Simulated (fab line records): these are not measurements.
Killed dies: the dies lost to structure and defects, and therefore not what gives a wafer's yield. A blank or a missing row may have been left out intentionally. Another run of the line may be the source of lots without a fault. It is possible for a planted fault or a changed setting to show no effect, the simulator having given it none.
fab line records | flow rit_cmos
record: lots: 14 wafers: 42 last_day: 7
route steps=202 shown FOX1@20 M1@202
lots that met no fault: taken from a fault-free run of the same line
start_h: hours from the record's first day to the start of the lot's first wafer shown | wait_h: hours elapsed since this lot's preceding step | " repeats the value in the row above | L1.1+2: a single row standing in for several wafers | - value missing, or start not given | * or withheld: withheld | < > ~ a bound
route shown NAME@n: names a module that has steps shown in the file, with the first one's number in the route | usual: average and standard deviation across the fault-free wafers | same: alike in all rows | chamber/n: place in a boat | sites: per-site readings | _std_site: their standard deviation | _edge_site: the outer-site mean with the inner-site mean subtracted | radius_mm: how far each site lies from the wafer's centre | mask NAME#n: copy n | behind: tool/chamber where the wafer was last shaped | hold: why the lot was held/for how many hours/how that ended | device: the transistor (n, p or np) that didn't switch | end of line: tests of these same wafers at the route's end | a step with no rows: only its recipe | killed: the dies lost at the first sort to structure and to defects; this is not the yield of the wafer | map: a wafer's dies, marking killed ones x, the rest . and places with no die _
set.NAME: the setting as run; set.NAME@STEP: as run at that earlier step | model.NAME: the simulator's own value behind a step, which no gauge read
steps of the route over a sample of lots; a table a step, a row a wafer
services: the hour from which a tool's chamber was out of use, counted from the record's first day as start_h (under 0 if before that day), plus the number of hours and why
== steps ==
step: RIT_FOX1_OXIDATION_00
recipe: temp_c: 1100 ambient: H2O target_thk_a: 3507 p_h2o_torr: 720 ox_time_s: 1130
usual: zone_power_centre_pct: 59/3.9 zone_power_load_pct: 38.0/2.2
columns lot.wafer tool chamber start_h wait_h zone_power_centre_pct zone_power_load_pct
L769.2 furnace-04 0 15.51 0.0 57 35.1
L769.3 " 0 " " 58 35.2
L769.5 " 0 " " 57 35.0
L770.3 furnace-04 0 21.94 1.0 58 35.0
L770.5 " 0 " " 57 35.3
L770.6 " 0 " " 58 34.7
L771.1 furnace-04 0 25.86 0.4 58 34.9
L771.4 " 0 " " 58 34.8
L771.6 " 0 " " 58 35.2
L772.1 furnace-04 0 30.63 0.0 57 34.7
L772.5 " 0 " " 58 35.0
L772.6 " 0 " " 57 35.1
L773.4 furnace-01 0 35.66 0.0 56 38.5
L773.5 " 0 " " 56 39.1
L773.6 " 0 " " 55 39.7
L774.1 furnace-02 0 40.50 0.0 66 40.8
L774.2 " 0 " " 66 39.8
L774.4 " 0 " " 66 40.6
L775.1 furnace-02 0 46.04 0.4 66 40.3
L775.2 " 0 " " 66 39.8
L775.3 " 0 " " 66 40.4
L777.2 furnace-01 0 55.67 0.0 55 38.3
L777.4 " 0 " " 57 38.7
L777.6 " 0 " " 56 38.9
L777.2 furnace-02 0 57.40 0.4 66 40.0
L777.4 " 0 " " 66 40.0
L777.6 " 0 " " 66 40.1
L778.1 furnace-01 0 61.07 0.0 56 39.5
L778.4 " 0 " " 56 38.6
L778.6 " 0 " " 56 39.0
L778.1 furnace-01 0 62.55 0.2 56 39.1
L778.4 " 0 " " 57 39.3
L778.6 " 0 " " 57 38.9
L781.2 furnace-01 0 75.51 0.0 56 40.0
L781.4 " 0 " " 57 38.8
L781.5 " 0 " " 56 39.4
L782.1 furnace-02 0 80.70 0.0 66 41.1
L782.5 " 0 " " 65 39.9
L782.6 " 0 " " 66 40.8
L788.3 furnace-01 0 110.50 0.0 56 38.8
L788.5 " 0 " " 56 38.6
L788.6 " 0 " " 57 39.3
L790.1 furnace-04 0 122.05 0.0 58 35.7
L790.3 " 0 " " 58 35.1
L790.6 " 0 " " 56 35.1
L792.3 furnace-04 0 131.26 0.6 57 34.8
L792.4 " 0 " " 58 35.0
L792.6 " 0 " " 59 34.8
step: RIT_FOX1_THK_MEAS_01
recipe: reads: SiO2_of_FOX1_OXIDATION_00
usual: FOX1_OXIDE_THK: 351/6.2
columns lot.wafer tool chamber start_h wait_h FOX1_OXIDE_THK[nm]
L769.2 film_metro-02 - 16.83 0.0 355
L769.3 " - " " 353
L769.5 " - " " 357
L770.3 film_metro-04 - 23.27 0.0 343
L770.5 " - " " 340
L770.6 " - " " 343
L771.1 film_metro-04 - 27.18 0.0 354
L771.4 " - " " 353
L771.6 " - " " 347
L772.1 film_metro-04 - 31.95 0.0 349
L772.5 " - " " 346
L772.6 " - " " 347
L773.4 film_metro-01 - 37.01 0.0 359
L773.5 " - " " 363
L773.6 " - " " 361
L774.1 film_metro-02 - 41.82 0.0 350
L774.2 " - " " 352
L774.4 " - " " 349
L775.1 film_metro-04 - 47.35 0.0 356
L775.2 " - " " 368
L775.3 " - " " 357
L777.2 film_metro-04 - 58.72 0.0 530
L777.4 " - " " 527
L777.6 " - " " 523
L778.1 film_metro-02 - 63.87 0.0 529
L778.4 " - " " 539
L778.6 " - " " 530
L781.2 film_metro-01 - 76.83 0.0 353
L781.4 " - " " 352
L781.5 " - " " 352
L782.1 film_metro-01 - 82.01 0.0 346
L782.5 " - " " 355
L782.6 " - " " 356
L788.3 film_metro-04 - 111.84 0.0 353
L788.5 " - " " 349
L788.6 " - " " 352
L790.1 film_metro-04 - 123.37 0.0 357
L790.3 " - " " 353
L790.6 " - " " 353
L792.3 film_metro-04 - 132.60 0.0 354
L792.4 " - " " 348
L792.6 " - " " 345
step: RIT_M1_PROBE_99
usual: killed_at_contacts: 0.1/0.29 killed_at_front_end: 7/3 killed_dies: 7/3 killed_open: 3.5/2 killed_short: 3.4/2
same: gross_dies: 264 killed_at_M0_to_M3: 0 killed_at_M4_up: 0 killed_at_back_side: 0 killed_at_other: 0
columns lot.wafer tool chamber start_h wait_h killed_at_contacts killed_at_front_end killed_dies killed_open killed_short
L777.2 prober-01 - 103.62 0.1 0 5 5 1 4
L777.4 prober-01 - 103.72 0.2 0 12 12 3 9
L777.6 prober-01 - 103.82 0.2 0 6 6 5 1
L778.1 prober-02 - 109.52 0.1 0 5 5 4 1
L778.4 prober-02 - 109.67 0.2 0 8 8 4 4
L778.6 prober-02 - 109.77 0.2 1 5 6 2 4
killed by level:class
L777.2 GATE:geometric_particle:short=2 FOX1:geometric_particle:short=1 FOX2:geometric_particle:short=1 GATE:geometric_particle:open=1
L777.4 GATE:geometric_particle:short=4 FOX1:geometric_particle:short=3 FOX2:geometric_particle:short=1 GATE:geometric_particle:open=1 SPACER:geometric_particle:open=1 SPACER:geometric_particle:short=1 SILICIDE:geometric_particle:open=1
L777.6 GATE:geometric_particle:open=2 FOX1:geometric_particle:open=1 REOX:geometric_particle:open=1 SPACER:geometric_particle:open=1 SPACER:geometric_particle:short=1
L778.1 FOX1:geometric_particle:open=1 GATE:geometric_particle:open=1 REOX:geometric_particle:open=1 SILICIDE:geometric_particle:open=1 SILICIDE:geometric_particle:short=1
L778.4 SPACER:geometric_particle:short=3 GATE:geometric_particle:open=2 FOX1:geometric_particle:open=1 FOX2:geometric_particle:open=1 REOX:geometric_particle:short=1
L778.6 GATE:geometric_particle:short=2 REOX:geometric_particle:short=1 SPACER:geometric_particle:short=1 SILICIDE:geometric_particle:open=1 CONTACT:geometric_particle:open=1
== services ==
columns tool chamber start_h hours kind
furnace-01 - 17.59 3.1 pm
furnace-02 - 114.45 3.5 pm
furnace-02 - 115.64 4.0 repair
== key ==
first_sign: step: RIT_FOX1_OXIDATION_00 reading: visit direction: added
effect: step: RIT_FOX1_THK_MEAS_01 reading: FOX1_OXIDE_THK direction: up sigmas: 29 usual: 351 struck: 530
met_at RIT_FOX1_OXIDATION_00
struck_lots L777,L778
tester_left_out L777,L778
fault: kind: repeated_step_whole tool: furnace-01,furnace-02,furnace-04 chamber: - onset_h: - steps: RIT_FOX1_OXIDATION_00 times: 1 scope: struck_lots_only
tester_left_out: of these lots the tester's yield and bins aren't shown, on N5 and GAA mostly nor the transistor test; their killed dies are dies lost to structure and defects alone, not to doping, threshold or leakage, so they don't give the yield
